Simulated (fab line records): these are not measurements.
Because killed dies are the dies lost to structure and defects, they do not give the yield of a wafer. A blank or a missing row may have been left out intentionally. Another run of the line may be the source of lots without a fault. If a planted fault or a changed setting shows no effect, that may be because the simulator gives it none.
Split-lot study | flow ritCmos | 27 wafers read across 5 lots, on a route 202 steps long

## THE SPLIT ITSELF
At RIT_CONTACT_DEVELOP_07 (develop time 120 s), the setting developTimeS was moved away from the recipe's 120 s on 9 of the 27 wafers read, by -58.9% to +23.7%. All remaining wafers had this setting at the recipe value.

## FROM THE SPLIT TO THE READING: what the file shows between them, 4 steps
- RIT_CONTACT_CD_MEAS_08: target cd 1000 nm
- RIT_CONTACT_HARDBAKE_10: time 60 s
- RIT_CONTACT_ETCH_11: etches SiO2 in CHF3/CF4/Ar, stops on TiSi2, target depth 480 nm, time 320 s
- RIT_CONTACT_STRIP_12: strips in O2, time 180 s

## THE READING
cdNm, in nm, at RIT_CONTACT_CD_MEAS_90 (target cd 1000 nm). On this fab line, fault-free wafers typically give 1000.4 nm with a standard deviation of 2.1 nm.

wafer  | tool, chamber at the split | developTimeS as run, s | against the recipe | cdNm, nm | against lot-mates on the recipe
L077.1 | lithoTrack-03, 0           | 120                    | recipe             | 998.4    | -
L077.2 | lithoTrack-03, 0           | 120                    | recipe             | 998.2    | -
L077.3 | lithoTrack-03, 0           | 78.05                  | -35.0%             | 962.0    | -36.6
L077.4 | lithoTrack-03, 0           | 78.05                  | -35.0%             | 961.3    | -37.3
L077.5 | lithoTrack-03, 0           | 120                    | recipe             | 999.2    | -
L077.6 | lithoTrack-03, 0           | 78.05                  | -35.0%             | 961.8    | -36.8
L079.1 | lithoTrack-03, 0           | 120                    | recipe             | 998.6    | -
L079.2 | lithoTrack-03, 0           | 120                    | recipe             | 1000.1   | -
L079.3 | lithoTrack-03, 0           | 120                    | recipe             | 1001.0   | -
L079.4 | lithoTrack-03, 0           | 120                    | recipe             | 997.9    | -
L079.5 | lithoTrack-03, 0           | 120                    | recipe             | 999.6    | -
L079.6 | lithoTrack-03, 0           | 120                    | recipe             | 998.3    | -
L080.1 | lithoTrack-03, 0           | 120                    | recipe             | 1004.3   | -
L080.2 | lithoTrack-03, 0           | 148.4                  | +23.7%             | 1021.3   | +18.5
L080.3 | lithoTrack-03, 0           | 120                    | recipe             | 1001.2   | -
L080.4 | lithoTrack-03, 0           | 120                    | recipe             | 1002.9   | -
L080.5 | lithoTrack-03, 0           | 148.4                  | +23.7%             | 1021.6   | +18.8
L080.6 | lithoTrack-03, 0           | 148.4                  | +23.7%             | 1020.5   | +17.7
L083.1 | lithoTrack-01, 0           | 120                    | recipe             | 997.5    | -
L083.2 | lithoTrack-01, 0           | 120                    | recipe             | 999.7    | -
L083.3 | lithoTrack-01, 0           | 49.31                  | -58.9%             | 918.7    | -79.8
L083.4 | lithoTrack-01, 0           | 49.31                  | -58.9%             | 920.3    | -78.2
L083.5 | lithoTrack-01, 0           | 49.31                  | -58.9%             | 919.7    | -78.8
L083.6 | lithoTrack-01, 0           | 120                    | recipe             | 998.4    | -
L085.1 | lithoTrack-04, 0           | 120                    | recipe             | 1000.9   | -
L085.3 | lithoTrack-04, 0           | 120                    | recipe             | 1001.9   | -
L085.6 | lithoTrack-04, 0           | 120                    | recipe             | 999.1    | -

FIT RESULTS
A straight line over all 27 wafers: cdNm changes by +1.23 nm for each +1% of developTimeS; r = +0.99; the points scatter about the line by 4.3 nm.
The same after taking each lot's own level away (the mean of its wafers on the recipe; 27 wafers): +1.19 nm for each +1%; r = +0.99; scatter 4.7 nm.
According to that fit, moving developTimeS by its largest amount changes the reading by 70 nm.
The span of the lots' own levels, 998.53 to 1002.80 nm, comes to 2.0 times the standard deviation stated above.
Hence the lot-to-lot level has little effect on the slope; both slopes agree.
Check: -69.5 nm against its lot-mates is what the line predicts for one of the wafers moved furthest among these (-58.9%) when that wafer is left out of the fit. Against them it came out at -79.8 nm.

## THE WHOLE CHAIN: every reading that the file lists as answering this split, in the file's order
step                   | what it does                                                                | reading                                                                       | change (the file's fit)              | r (the file's)
RIT_CONTACT_CD_MEAS_08 | target cd 1000 nm                                                           | cdNm                                                                          | +1.21 nm for each +1% of the setting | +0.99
RIT_CONTACT_ETCH_11    | etches SiO2 in CHF3/CF4/Ar, stops on TiSi2, target depth 480 nm, time 320 s | CONTACT.cdNm (the simulator's own value, which no gauge read)                 | +1.21 nm for each +1% of the setting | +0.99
RIT_CONTACT_CD_MEAS_90 | target cd 1000 nm                                                           | cdNm                                                                          | +1.21 nm for each +1% of the setting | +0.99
RIT_M1_PROBE_99        |                                                                             | etest.contactToGate.bvRightV (the simulator's own value, which no gauge read) | -0.31 V for each +1% of the setting  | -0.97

## FILE'S OWN FIT
cdNm changes by +1.21 nm for each +1% of developTimeS, r = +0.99.
